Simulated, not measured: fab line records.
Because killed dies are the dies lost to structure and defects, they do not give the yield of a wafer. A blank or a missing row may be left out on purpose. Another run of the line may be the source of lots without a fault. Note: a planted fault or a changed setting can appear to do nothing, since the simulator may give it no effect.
Problem report, 8D (eight disciplines) form, completed by code + flow rit cmos + the parts of the form that need people (team, actions taken, sign-off) are left out

## 1. WHAT IS WRONG
At RIT_CONTACT_ETCH_11, rf fwd power W averages 299.4 W over 6 wafers from 2 lots, while fault-free wafers read 199.6 W, standard deviation 0.62. So: +99 or more standard deviations from the usual mean.
The step: etches SiO2 in CHF3/CF4/Ar, stops on TiSi2, target depth 480 nm, time 320 s.
Seen first at day 4 09:05 on rie diel-03, wafer L195.1. Wafers with a number at this step in the record: 42, from 14 lots. By rule, "out" or "out of limits" means more than 4 standard deviations away from the usual mean. Any other wafer with a number is counted as sound.

## 2. WHAT IT IS, AND WHAT IT ISN'T
| question                    | is                     | is not                                                                                                         |
|-----------------------------|------------------------|----------------------------------------------------------------------------------------------------------------|
| which readings at this step | rf fwd power W         | drypump motor current A, oes product au, throttle valve pct                                                    |
| which lots                  | L195, L197             | L191, L192, L193, L194, L196, L200, L205, L206, L208, L212, L213, L214                                         |
| which wafers of those lots  | all that have a number | -                                                                                                              |
| read on which tools         | rie diel-03            | rie diel-01, rie diel-04                                                                                       |
| when                        | from day 4 09:05       | up to then (12 sound wafers); but 24 sound wafers of L196, L200, L205, L206, L208, L212, L213, L214 came after |

## 3. WHAT RULES OUT EACH SUSPECT
Counting: a tool at a process step up to the reading stays a suspect if it ran every lot that is out and no sound lot after the first of them.
- rie diel-03 at RIT_CONTACT_ETCH_11 (etches SiO2 in CHF3/CF4/Ar, stops on TiSi2, target depth 480 nm, time 320 s): ruled out as a lasting fault. The sound lots L212 went through it after L195, its earliest lot that is out (day 4 09:05).
Left after counting: nothing in the record.

## 4. THE CAUSE (what the simulator had put in)
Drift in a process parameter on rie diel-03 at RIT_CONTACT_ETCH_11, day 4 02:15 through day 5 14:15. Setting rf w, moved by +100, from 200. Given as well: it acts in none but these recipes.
Counting ruled it out, wrongly.

## 5. SEQUENCE OF EFFECTS, ordered by route
Each row: a reading where the mean over the struck wafers with a number is more than 3 standard deviations away from the usual. Only readings for which the record gives a usual standard deviation are gone through. hours: the time from each lot's start at the first step in this table that gives one to its start at this step, as a median over the lots. sigmas: the change in usual standard deviations.
| hours | step                | reading        | usual   | on struck wafers | change | sigmas      |
|-------|---------------------|----------------|---------|------------------|--------|-------------|
| 0     | RIT_CONTACT_ETCH_11 | rf fwd power W | 199.6 W | 299.4            | +99.8  | +99 or more |
It contains these process steps:
- RIT_CONTACT_ETCH_11: etches SiO2 in CHF3/CF4/Ar, stops on TiSi2, target depth 480 nm, time 320 s.

## 6. HOW IT WOULD HAVE BEEN CAUGHT EARLIER
7 hours passed between the start of the fault at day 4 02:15 and the first reading out of limits in this record, taken at day 4 09:05.
